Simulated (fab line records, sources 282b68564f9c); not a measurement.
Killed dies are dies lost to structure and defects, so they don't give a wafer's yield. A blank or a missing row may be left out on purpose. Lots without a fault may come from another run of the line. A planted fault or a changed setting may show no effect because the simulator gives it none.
Tool commonality check | flow rit_cmos | 14 lots, 48 wafers sampled

WHY IT WAS OPENED
At RIT_NSD_TW_MEAS_10 the reading NSD_TW is flagged on 2 of 14 lots. Wafers without a fault read 3105, standard deviation 16.
Rule: a lot is flagged when every wafer of it that has a number lies more than 4 standard deviations from that mean, or none has a number. The other lots count as sound.

lot  | measured    | on            | NSD_TW, wafer by wafer        | flag
L929 | day 3 05:05 | film_metro-03 | 3089 3075 3097                |
L931 | day 3 14:11 | film_metro-02 | 3092 3100 3089                |
L932 | day 3 19:29 | film_metro-03 | 3080 3081 3087                |
L935 | day 4 10:54 | film_metro-02 | 3100 3098 3097                |
L936 | day 4 17:34 | film_metro-01 | 3097 3093 3096                |
L937 | day 4 19:44 | film_metro-02 | 3096 3081 3086                |
L938 | day 5 04:20 | film_metro-03 | 3084 3091 3092                |
L939 | day 5 07:06 | film_metro-02 | 3141 3132 3114                |
L941 | day 5 21:34 | film_metro-02 | 3110 3119 3148                |
L942 | day 6 02:57 | film_metro-02 | 3103 3105 3111                |
L943 | day 6 04:22 | film_metro-02 | 3277 3272 3269 3268 3281 3274 | FLAGGED
L944 | day 6 10:32 | film_metro-01 | 3286 3310 3287 3311 3277 3308 | FLAGGED
L945 | day 6 16:32 | film_metro-03 | 3101 3106 3112                |
L951 | day 7 21:35 | film_metro-02 | 3119 3129 3116                |
The numbers of the flagged lots are 3285 on average: +180 against the usual, or +11 standard deviations.

WHICH TOOL RAN EACH LOT
The record holds 2 process steps before the reading, out of a route of 202 steps. In each cell: the tool, then ch and the chambers that the sampled wafers went through, then the start.
lot  | flag    | RIT_NLDD_STRIP_09                   | RIT_PLDD_COAT_01
L929 |         | plasma_asher-04 ch 0,1, day 2 23:20 | litho_track-03 ch 0, day 2 23:43
L931 |         | plasma_asher-01 ch 0,1, day 3 08:23 | litho_track-01 ch 0, day 3 08:46
L932 |         | plasma_asher-01 ch 0,1, day 3 13:43 | litho_track-04 ch 0, day 3 14:06
L935 |         | plasma_asher-04 ch 0,1, day 4 05:13 | litho_track-03 ch 0, day 4 05:36
L936 |         | plasma_asher-04 ch 0,1, day 4 11:29 | litho_track-03 ch 0, day 4 11:52
L937 |         | plasma_asher-03 ch 0,1, day 4 13:56 | litho_track-01 ch 0, day 4 14:21
L938 |         | plasma_asher-04 ch 0,1, day 4 20:17 | litho_track-01 ch 0, day 4 20:40
L939 |         | plasma_asher-03 ch 0,1, day 5 01:20 | litho_track-01 ch 0, day 5 01:44
L941 |         | plasma_asher-03 ch 0,1, day 5 15:52 | litho_track-04 ch 0, day 5 16:15
L942 |         | plasma_asher-04 ch 0,1, day 5 20:29 | litho_track-04 ch 0, day 5 20:52
L943 | FLAGGED | plasma_asher-04 ch 0,1, day 5 22:42 | litho_track-03, day 5 23:07
L944 | FLAGGED | plasma_asher-04 ch 0,1, day 6 04:16 | litho_track-03, day 6 04:50
L945 |         | plasma_asher-01 ch 0,1, day 6 10:52 | litho_track-01 ch 0, day 6 11:16
L951 |         | plasma_asher-04 ch 0,1, day 7 15:48 | litho_track-04 ch 0, day 7 16:11
What these steps do:
- RIT_NLDD_STRIP_09: strips in O2, time 180 s.
- RIT_PLDD_COAT_01: resist thk 1000 nm.
- RIT_NSD_TW_MEAS_10

FLAGGED OVER TOTAL, TOOL BY TOOL (the gauges that took the reading come last)
step               | tool            | lots run | flagged | share of the flagged lots | sound lots run after its first flagged lot
RIT_NLDD_STRIP_09  | plasma_asher-01 | 3        | 0       | none                      | -
RIT_NLDD_STRIP_09  | plasma_asher-03 | 3        | 0       | none                      | -
RIT_NLDD_STRIP_09  | plasma_asher-04 | 8        | 2       | all                       | 1 (L951)
RIT_PLDD_COAT_01   | litho_track-01  | 5        | 0       | none                      | -
RIT_PLDD_COAT_01   | litho_track-03  | 5        | 2       | all                       | 0
RIT_PLDD_COAT_01   | litho_track-04  | 4        | 0       | none                      | -
RIT_NSD_TW_MEAS_10 | film_metro-01   | 2        | 1       | some                      | 0
RIT_NSD_TW_MEAS_10 | film_metro-02   | 8        | 1       | some                      | 1 (L951)
RIT_NSD_TW_MEAS_10 | film_metro-03   | 4        | 0       | none                      | -

WHAT THE TABLE ALLOWS
2 rows of the table ran every flagged lot: plasma_asher-04 at RIT_NLDD_STRIP_09, litho_track-03 at RIT_PLDD_COAT_01.
- plasma_asher-04 at RIT_NLDD_STRIP_09: 2 of its 8 lots flagged. Sound lots ran on it after the first flagged one (L951), which a lasting fault on the whole tool wouldn't allow.
- litho_track-03 at RIT_PLDD_COAT_01: 2 of its 5 lots flagged. Its last sound lot is L936 (day 4 11:52), its first flagged lot L943 (day 5 23:07): a fault that began between those two fits. On the flagged lots its readings are blank where sound lots have values: chill_plate_temp_C, dispense_pressure_kPa.
One tool is left: litho_track-03 at RIT_PLDD_COAT_01.

WHAT THE SIMULATOR HAD PUT IN
Skipped step whole: litho_track-03, from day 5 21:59 on, at RIT_PLDD_COAT_01. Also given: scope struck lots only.
Lots struck among those shown: L943, L944. The rule above found the same.
